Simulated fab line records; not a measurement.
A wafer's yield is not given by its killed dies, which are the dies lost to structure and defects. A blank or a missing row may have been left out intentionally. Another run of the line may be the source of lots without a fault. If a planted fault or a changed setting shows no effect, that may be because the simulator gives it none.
fab line records | flow ritCmos
record: lots: 6 | wafers: 18 | lastDay: 7
route steps=202 shown SILICIDE@167 CONTACT@168 M1@202
lots with no fault: from the same line, run without faults
startH: hours from the record's first day to the start of the lot's first wafer shown | waitH: hours from the lot's prior step to this one | " repeats the value in the row above | L1.1+2: several wafers, shown together as one row | - no value, or no start was given | * or withheld: withheld | < > ~ a bound
route shown NAME@n: a module of which the file shows steps, and the number in the route of the first | usual: mean/standard deviation taken from wafers without a fault | same: alike in all rows | chamber/n: place in a boat | sites: each site's reading | _std_site: standard deviation of those values | _edge_site: inner sites' mean taken away from outer sites' mean | radiusMm: how far each site lies from the wafer's centre | mask NAME#n: copy n | behind: the most recent tool/chamber to have shaped the wafer | hold: why the lot was held/for how many hours/how that ended | device: which transistor (n, p or np) failed to switch | end of line: the same wafers' tests at the end of the route | a step with no rows: only its recipe | killed: at the first sort, the dies lost to defects and structure; wafer yield is something else | map: shows each die of a wafer: x if killed, . if not, _ if none is there
set.NAME: the setting as run; set.NAME@STEP: as run at that earlier step | model.NAME: the simulator's own value behind a step, which no gauge read
certain route steps with their lots: each step a table, each wafer a row
services: the hour from which a tool's chamber was out of use, counted from the record's first day as startH (under 0 if before that day), plus the number of hours and why
== steps ==
step: RIT_SILICIDE_RTA_06
recipe: tempC: 750 | timeS: 10 | idleTempC: 25 | rampUpS: 5 | rampDownS: 10 | coolToC: 25 | ambient: N2
usual: wafer_temp_C_max: 752.5/0.77
lot.wafer | tool         | chamber | startH | waitH | wafer_temp_C_max
L117.1    | rtpAnneal-02 | 0       | 100.19 | 0.0   | 752.9
L117.2    | "            | 0       | "      | "     | 752.6
L117.3    | "            | 0       | "      | "     | 753.7
L123.1    | rtpAnneal-01 | 0       | 127.87 | 0.0   | 751.9
L123.3    | "            | 0       | "      | "     | 751.8
L123.5    | "            | 0       | "      | "     | 753.0
L125.1    | rtpAnneal-01 | 0       | 133.00 | 0.0   | 751.4
L125.5    | "            | 0       | "      | "     | 752.1
L125.6    | "            | 0       | "      | "     | 752.2
L124.2    | rtpAnneal-01 | 0       | 133.24 | 0.0   | 751.7
L124.4    | "            | 0       | "      | "     | 751.7
L124.5    | "            | 0       | "      | "     | 751.8
L127.2    | rtpAnneal-01 | 0       | 137.14 | 0.0   | 751.3
L127.4    | "            | 0       | "      | "     | 751.2
L127.6    | "            | 0       | "      | "     | 752.1
L130.3    | rtpAnneal-01 | 0       | 151.97 | 0.0   | 752.1
L130.4    | "            | 0       | "      | "     | 752.6
L130.6    | "            | 0       | "      | "     | 752.2
step: RIT_CONTACT_CVD_00
recipe: material: SiO2 | targetThkNm: 400 | precursor: TEOS | tempC: 390 | timeS: 61 | rfW: 400
usual: heaterPowerW: 320/57
lot.wafer | tool     | chamber | startH | waitH | heaterPowerW
L117.1    | pecvd-04 | 2       | 100.26 | 0.1   | 282
L117.2    | "        | 1       | "      | "     | 459
L117.3    | "        | 0       | "      | "     | 280
L123.1    | pecvd-03 | 2       | 127.94 | 0.1   | 324
L123.3    | "        | 0       | "      | "     | 350
L123.5    | "        | 2       | "      | "     | 339
L125.1    | pecvd-04 | 0       | 133.07 | 0.1   | 253
L125.5    | "        | 2       | "      | "     | 296
L125.6    | "        | 1       | "      | "     | 460
L124.2    | pecvd-02 | 0       | 133.30 | 0.0   | 353
L124.4    | "        | 2       | "      | "     | 209
L124.5    | "        | 0       | "      | "     | 369
L127.2    | pecvd-04 | 2       | 137.20 | 0.0   | 248
L127.4    | "        | 1       | "      | "     | 402
L127.6    | "        | 2       | "      | "     | 263
L130.3    | pecvd-02 | 0       | 152.01 | 0.0   | 354
L130.4    | "        | 0       | "      | "     | 374
L130.6    | "        | 2       | "      | "     | 253
step: RIT_CONTACT_THK_MEAS_01
recipe: reads: SiO2_of_CONTACT_CVD_00
usual: CONTACT_TEOS_THK: 400/6
lot.wafer | tool         | chamber | startH | waitH | CONTACT_TEOS_THK[nm]
L117.1    | filmMetro-01 | -       | 100.31 | 0.0   | 395
L117.2    | "            | -       | "      | "     | 392
L117.3    | "            | -       | "      | "     | 396
L123.1    | filmMetro-03 | -       | 127.99 | 0.0   | 389
L123.3    | "            | -       | "      | "     | 401
L123.5    | "            | -       | "      | "     | 397
L125.1    | filmMetro-01 | -       | 133.12 | 0.0   | 393
L125.5    | "            | -       | "      | "     | 398
L125.6    | "            | -       | "      | "     | 397
L124.2    | filmMetro-04 | -       | 133.36 | 0.0   | 395
L124.4    | "            | -       | "      | "     | 406
L124.5    | "            | -       | "      | "     | 403
L127.2    | filmMetro-04 | -       | 137.26 | 0.0   | 397
L127.4    | "            | -       | "      | "     | 396
L127.6    | "            | -       | "      | "     | 401
L130.3    | filmMetro-01 | -       | 152.08 | 0.0   | 408
L130.4    | "            | -       | "      | "     | 415
L130.6    | "            | -       | "      | "     | 409
step: RIT_CONTACT_HMDS_02
recipe: primeTimeS: 60 | primeTempC: 140
step: RIT_CONTACT_COAT_03
recipe: resist: NOVOLAK | spinRpm: 3250 | resistThkNm: 1000
step: RIT_CONTACT_SOFTBAKE_04
recipe: resist: NOVOLAK | tempC: 90 | timeS: 60
step: RIT_CONTACT_EXPOSE_05
recipe: maskId: M11 | na: 0.6 | sourceShape: conventional | sigmaOuter: 0.5 | targetCdNm: 1000 | doseMj: 250
step: RIT_CONTACT_PEB_06
recipe: resist: NOVOLAK | tempC: withheld | timeS: withheld
step: RIT_CONTACT_DEVELOP_07
recipe: resist: NOVOLAK | developTimeS: 120 | devTempC: 23
step: RIT_CONTACT_CD_MEAS_08
recipe: targetCdNm: 1000
usual: cdNm: 999.8/2.5
lot.wafer | tool     | chamber | startH | waitH | cdNm
L117.1    | cdSem-02 | -       | 101.48 | -     | 1000.1
L117.2    | "        | -       | "      | "     | 998.9
L117.3    | "        | -       | "      | "     | 999.1
L123.1    | cdSem-01 | -       | 129.45 | -     | 1004.5
L123.3    | "        | -       | "      | "     | 1005.1
L123.5    | "        | -       | "      | "     | 1003.6
L125.1    | cdSem-02 | -       | 134.48 | -     | 1001.6
L125.5    | "        | -       | "      | "     | 1002.4
L125.6    | "        | -       | "      | "     | 1001.6
L124.2    | cdSem-01 | -       | 134.72 | -     | 1002.3
L124.4    | "        | -       | "      | "     | 1004.6
L124.5    | "        | -       | "      | "     | 1001.0
L127.2    | cdSem-02 | -       | 138.82 | -     | 1004.9
L127.4    | "        | -       | "      | "     | 1003.2
L127.6    | "        | -       | "      | "     | 1000.5
L130.3    | cdSem-02 | -       | 153.25 | -     | 1000.4
L130.4    | "        | -       | "      | "     | 1002.7
L130.6    | "        | -       | "      | "     | 999.2
step: RIT_CONTACT_OVL_MEAS_09
usual: CONTACT_OVL: -0.2/1.3
lot.wafer | tool       | chamber | startH | waitH | CONTACT_OVL[nm]
L117.1    | overlay-02 | -       | 101.60 | 0.1   | -0.4
L117.2    | "          | -       | "      | "     | -1.2
L117.3    | "          | -       | "      | "     | -1.4
L123.1    | overlay-02 | -       | 129.57 | 0.1   | 1.3
L123.3    | "          | -       | "      | "     | -0.6
L123.5    | "          | -       | "      | "     | 1.3
L125.1    | overlay-02 | -       | 134.60 | 0.1   | -1.5
L125.5    | "          | -       | "      | "     | -1.1
L125.6    | "          | -       | "      | "     | -0.5
L124.2    | overlay-01 | -       | 134.83 | 0.1   | -1.9
L124.4    | "          | -       | "      | "     | 1.0
L124.5    | "          | -       | "      | "     | -2.8
L127.2    | overlay-01 | -       | 138.92 | 0.1   | -1.0
L127.4    | "          | -       | "      | "     | -1.9
L127.6    | "          | -       | "      | "     | -1.0
L130.3    | overlay-01 | -       | 153.34 | 0.1   | -1.7
L130.4    | "          | -       | "      | "     | -0.3
L130.6    | "          | -       | "      | "     | -1.0
step: RIT_CONTACT_HARDBAKE_10
recipe: resist: NOVOLAK | tempC: 140 | timeS: 60
step: RIT_CONTACT_ETCH_11
recipe: targetDepthA: 4800 | overEtchFrac: 0.2 | stopOn: TiSi2 | chemistry: CHF3/CF4/Ar | target: SiO2 | CHF3_flow_sccm: 50 | cf4FlowSccm: 10 | Ar_flow_sccm: 100 | O2_flow_sccm: 5 | pressureMtorr: 100 | rfW: 200 | timeS: 320
usual: CHF3_flow_sccm: 49.99/0.14 | drypumpMotorCurrentA: 5.9/0.48 | oesProductAu: 0.984/0.016 | runLengthS: 348.3/0.37 | throttleValvePct: 8.89/0.13
lot.wafer | tool       | chamber | startH | waitH | CHF3_flow_sccm | drypumpMotorCurrentA | oesProductAu | rfHoursCounterH | runLengthS | throttleValvePct | model.NOVOLAK_of_CONTACT_COAT_03.thkNm
L117.1    | rieDiel-01 | 2       | 101.79 | 0.1   | 50.09          | 6.4                  | 0.980        | 6               | 348.6      | 8.98             | 767.4
L117.2    | "          | 3       | "      | "     | 49.93          | 6.0                  | 0.974        | 12              | 347.7      | 8.80             | 769.5
L117.3    | "          | 0       | "      | "     | 49.88          | 5.7                  | 0.978        | 29              | 348.7      | 8.68             | 771.7
L123.1    | rieDiel-02 | 2       | 129.76 | 0.1   | 49.87          | 6.1                  | 1.012        | 35              | 348.6      | 8.78             | 772.4
L123.3    | "          | 0       | "      | "     | 49.82          | 5.8                  | 1.019        | 5               | 348.3      | 8.70             | 764.9
L123.5    | "          | 1       | "      | "     | 49.83          | 5.2                  | 0.991        | -               | 348.8      | 8.91             | 772.9
L125.1    | rieDiel-02 | 0       | 134.89 | 0.1   | 50.12          | 5.7                  | 1.011        | 5               | 476.6      | 8.71             | 722.2
L125.5    | "          | 0       | "      | "     | 49.96          | 5.8                  | 1.001        | -               | 476.5      | 8.70             | 721.6
L125.6    | "          | 3       | "      | "     | 50.04          | 6.7                  | 0.984        | -               | 476.7      | 8.92             | 728.1
L124.2    | rieDiel-04 | 1       | 135.04 | 0.1   | 49.95          | 5.7                  | 0.966        | 153             | 348.4      | 8.82             | 769.1
L124.4    | "          | 0       | "      | "     | 50.01          | 6.3                  | 0.984        | 3               | 347.6      | 9.15             | 767.2
L124.5    | "          | 2       | "      | "     | 50.15          | 6.0                  | 0.991        | -               | 347.6      | 8.94             | 773
L127.2    | rieDiel-02 | 1       | 139.10 | 0.1   | 49.92          | 5.2                  | 0.974        | 121             | 476.9      | 8.90             | 728.5
L127.4    | "          | 0       | "      | "     | 50.16          | 5.8                  | 1.006        | 6               | 476.5      | 8.71             | 721
L127.6    | "          | 1       | "      | "     | 49.69          | 5.2                  | 0.976        | -               | 476.8      | 8.91             | 728.6
L130.3    | rieDiel-01 | 0       | 153.52 | 0.1   | 50.16          | 5.7                  | 0.984        | 30              | 348.7      | 8.68             | 771.1
L130.4    | "          | 1       | "      | "     | 49.97          | 5.0                  | 0.959        | 27              | 348.9      | 8.93             | 764.3
L130.6    | "          | 1       | "      | "     | 49.97          | 4.9                  | 0.955        | -               | 348.3      | 8.91             | 766.3
step: RIT_CONTACT_STRIP_12
recipe: chemistry: O2 | timeS: 180 | resist: NOVOLAK | platenTempC: withheld | powerW: 500 | pressureMtorr: 4000 | o2FlowSccm: 4000
usual: drypumpMotorCurrentA: 5.5/0.46
lot.wafer | tool           | chamber | startH | waitH | drypumpMotorCurrentA | rfHoursCounterH
L117.1    | plasmaAsher-01 | 1       | 101.98 | 0.1   | 5.7                  | 26
L117.2    | "              | 0       | "      | "     | 6.0                  | 26
L117.3    | "              | 1       | "      | "     | 5.7                  | -
L123.1    | plasmaAsher-04 | 1       | 129.95 | 0.1   | 4.9                  | 52
L123.3    | "              | 0       | "      | "     | 5.5                  | -
L123.5    | "              | 0       | "      | "     | 5.5                  | -
L125.1    | plasmaAsher-03 | 0       | 135.08 | 0.1   | 5.7                  | 2
L125.5    | "              | 1       | "      | "     | 4.7                  | -
L125.6    | "              | 0       | "      | "     | 5.7                  | -
L124.2    | plasmaAsher-01 | 1       | 135.23 | 0.1   | 5.7                  | 30
L124.4    | "              | 0       | "      | "     | 6.0                  | -
L124.5    | "              | 0       | "      | "     | 6.0                  | -
L127.2    | plasmaAsher-03 | 1       | 139.30 | 0.1   | 4.7                  | 3
L127.4    | "              | 0       | "      | "     | 5.7                  | -
L127.6    | "              | 1       | "      | "     | 4.7                  | -
L130.3    | plasmaAsher-01 | 1       | 153.77 | 0.2   | 5.7                  | -
L130.4    | "              | 0       | "      | "     | 6.0                  | -
L130.6    | "              | 1       | "      | "     | 5.7                  | -
step: RIT_M1_PROBE_99
usual: killedAtFrontEnd: 6.7/2.9 | killedDies: 6.8/2.9 | killedOpen: 3.5/2.1 | killedShort: 3.2/1.9
same: grossDies: 264 | killed_at_M0_to_M3: 0 | killed_at_M4_up: 0 | killedAtBackSide: 0 | killedAtContacts: 0 | killedAtOther: 0
lot.wafer | tool      | chamber | startH | waitH | killedAtFrontEnd | killedDies | killedOpen | killedShort
L117.1    | prober-02 | -       | 106.78 | 0.1   | 7                | 7          | 3          | 4
L117.2    | prober-02 | -       | 106.83 | 0.1   | 7                | 7          | 6          | 1
L117.3    | prober-02 | -       | 106.88 | 0.2   | 6                | 6          | 6          | 0
L123.1    | prober-02 | -       | 135.87 | 0.1   | 5                | 5          | 5          | 0
L123.3    | prober-02 | -       | 135.97 | 0.2   | 4                | 4          | 3          | 1
L123.5    | prober-02 | -       | 136.07 | 0.2   | 4                | 4          | 1          | 3
L125.1    | prober-01 | -       | 139.89 | 0.1   | 5                | 5          | 3          | 2
L125.5    | prober-01 | -       | 140.09 | 0.2   | 7                | 7          | 4          | 3
L125.6    | prober-01 | -       | 140.14 | 0.2   | 6                | 6          | 2          | 4
L124.2    | prober-02 | -       | 141.44 | 0.1   | 2                | 2          | 0          | 2
L124.4    | prober-02 | -       | 141.54 | 0.2   | 10               | 10         | 3          | 7
L124.5    | prober-02 | -       | 141.59 | 0.2   | 11               | 11         | 7          | 4
L127.2    | prober-02 | -       | 144.73 | 0.1   | 11               | 11         | 6          | 5
L127.4    | prober-02 | -       | 144.83 | 0.2   | 14               | 14         | 8          | 6
L127.6    | prober-02 | -       | 144.93 | 0.2   | 7                | 7          | 3          | 4
L130.3    | prober-02 | -       | 158.60 | 0.2   | 8                | 8          | 5          | 3
L130.4    | prober-02 | -       | 158.65 | 0.2   | 2                | 2          | 2          | 0
L130.6    | prober-02 | -       | 158.75 | 0.2   | 6                | 6          | 4          | 2
killed by level:class
L117.1 REOX:geometricParticle:short=2 FOX1:geometricParticle:short=1 GATE:geometricParticle:short=1 GATE:geometricParticle:open=1 REOX:geometricParticle:open=1 SILICIDE:geometricParticle:open=1
L117.2 GATE:geometricParticle:open=6 FOX1:geometricParticle:short=1
L117.3 GATE:geometricParticle:open=2 REOX:geometricParticle:open=2 SPACER:geometricParticle:open=2
L123.1 SPACER:geometricParticle:open=3 SILICIDE:geometricParticle:open=2
L123.3 SPACER:geometricParticle:open=3 SILICIDE:geometricParticle:short=1
L123.5 FOX1:geometricParticle:short=1 FOX2:geometricParticle:short=1 SILICIDE:geometricParticle:open=1 SILICIDE:geometricParticle:short=1
L125.1 FOX1:geometricParticle:short=1 FOX2:geometricParticle:open=1 GATE:geometricParticle:short=1 GATE:geometricParticle:open=1 REOX:geometricParticle:open=1
L125.5 GATE:geometricParticle:open=3 FOX2:geometricParticle:short=2 FOX2:geometricParticle:open=1 SILICIDE:geometricParticle:short=1
L125.6 FOX1:geometricParticle:open=1 FOX1:geometricParticle:short=1 FOX2:geometricParticle:short=1 GATE:geometricParticle:short=1 SILICIDE:geometricParticle:open=1 SILICIDE:geometricParticle:short=1
L124.2 GATE:geometricParticle:short=1 SILICIDE:geometricParticle:short=1
L124.4 GATE:geometricParticle:short=5 ACTIVE:geometricParticle:short=1 FOX1:geometricParticle:open=1 FOX2:geometricParticle:open=1 SILICIDE:geometricParticle:open=1 SILICIDE:geometricParticle:short=1
L124.5 FOX2:geometricParticle:open=3 GATE:geometricParticle:short=3 SPACER:geometricParticle:open=2 FOX1:geometricParticle:open=1 FOX2:geometricParticle:short=1 GATE:geometricParticle:open=1
L127.2 GATE:geometricParticle:open=3 FOX1:geometricParticle:open=2 GATE:geometricParticle:short=2 SPACER:geometricParticle:short=2 FOX1:geometricParticle:short=1 FOX2:geometricParticle:open=1
L127.4 FOX1:geometricParticle:short=5 FOX1:geometricParticle:open=4 SPACER:geometricParticle:open=2 FOX2:geometricParticle:open=1 GATE:geometricParticle:short=1 REOX:geometricParticle:open=1
L127.6 REOX:geometricParticle:open=2 SPACER:geometricParticle:short=2 FOX1:geometricParticle:short=1 FOX2:geometricParticle:short=1 GATE:geometricParticle:open=1
L130.3 SILICIDE:geometricParticle:open=3 FOX1:geometricParticle:open=2 ACTIVE:geometricParticle:short=1 GATE:geometricParticle:short=1 REOX:geometricParticle:short=1
L130.4 SILICIDE:geometricParticle:open=2
L130.6 SILICIDE:geometricParticle:open=2 FOX1:geometricParticle:open=1 GATE:geometricParticle:short=1 REOX:geometricParticle:open=1 SPACER:geometricParticle:short=1
== services ==
tool           | chamber | startH | hours | kind
pecvd-03       | 2       | 91.31  | 9.2   | repair
plasmaAsher-01 | -       | 98.66  | 2.8   | pm
plasmaAsher-03 | -       | 108.88 | 9.0   | pm
plasmaAsher-03 | 0       | 108.88 | 9.0   | ventCycle
plasmaAsher-03 | 1       | 108.88 | 9.0   | ventCycle
plasmaAsher-03 | 0       | 117.88 | -     | clean
plasmaAsher-03 | 1       | 117.88 | -     | clean
rieDiel-02     | 3       | 119.71 | 7.9   | repair
pecvd-04       | -       | 126.76 | 1.3   | repair
rieDiel-04     | 1       | 137.29 | -     | clean
rieDiel-04     | 1       | 137.29 | 15.5  | scheduledDown
rieDiel-04     | 1       | 137.29 | 15.5  | ventCycle
rieDiel-04     | 2       | 139.74 | 10.5  | repair
== key ==
firstSign: step: RIT_CONTACT_ETCH_11 | reading: runLengthS | direction: up | sigmas: 99+ | usual: * | struck: *
effect none on later readings
modelEffect: step: RIT_CONTACT_ETCH_11 | value: NOVOLAK_of_CONTACT_COAT_03.thkNm | without: 770.2 | struck: 725
metAt RIT_CONTACT_ETCH_11
struckWafers L125.1,L125.5,L125.6,L127.2,L127.4,L127.6
testerLeftOut L125,L127
onsetBetween 129.76 134.89
fault: kind: processParameterDrift | tool: rieDiel-02 | chamber: - | onsetH: 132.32 | steps: RIT_CONTACT_ETCH_11 | channel: timeS | offset: * | shape: step | endH: 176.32 | actsIn: * | stated: *
testerLeftOut: of these lots the tester's yield and bins aren't shown, on N5 and GAA mostly nor the transistor test; their killed dies are dies lost to structure and defects alone, not to doping, threshold or leakage, so they don't give the yield
